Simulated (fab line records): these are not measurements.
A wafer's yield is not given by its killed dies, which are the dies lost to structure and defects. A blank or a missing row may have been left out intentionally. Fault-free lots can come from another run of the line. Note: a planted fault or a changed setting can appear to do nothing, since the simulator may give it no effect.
Which tool was responsible? ; flow ritCmos ; 7 lots, 21 wafers sampled, at 1 step of a route of 202

WHAT THE GAUGES READ, wafer by wafer
RIT_ACTIVE_BOW_MEAS_00.
lot;measured;on;INCOMING_BOW (um)
L155;day 1 15:00;filmMetro-01;-5 -9 2
L157;day 2 01:00;filmMetro-01;-3 2 1
L159;day 2 11:01;filmMetro-03;0 9 -4
L164;day 3 12:00;filmMetro-02;7 -5 3
L168;day 4 08:00;filmMetro-02;2 -6 1
L171;day 4 23:02;filmMetro-01;-2 -1 4
L175;day 5 19:00;filmMetro-01;-1 -14 -2

EACH LOT AND THE TOOL THAT RAN IT (in order: tool; ch and the chambers of the sampled wafers; start)
Record: no process step prior to these readings.

THE ANSWER, worked out from the rows above alone
Rule: usual is defined by the lots themselves. The widest of any qualifying gaps counts: lots, ordered by their means at a reading, are off when they make up no more than a third of the lots, leave a main group of 4 or more, and stand apart from it by 3 or more times the standard deviation of that group's means. If all means in a main group match to the digits the tables above print for the reading, that group is not used. Also off: a lot with no number at a reading for which 4 or more lots have one. All remaining lots with rows at the step are treated as sound.
No lot is off at any reading shown: from this, nothing can be told.

WHAT THE SIMULATOR HAD PUT IN
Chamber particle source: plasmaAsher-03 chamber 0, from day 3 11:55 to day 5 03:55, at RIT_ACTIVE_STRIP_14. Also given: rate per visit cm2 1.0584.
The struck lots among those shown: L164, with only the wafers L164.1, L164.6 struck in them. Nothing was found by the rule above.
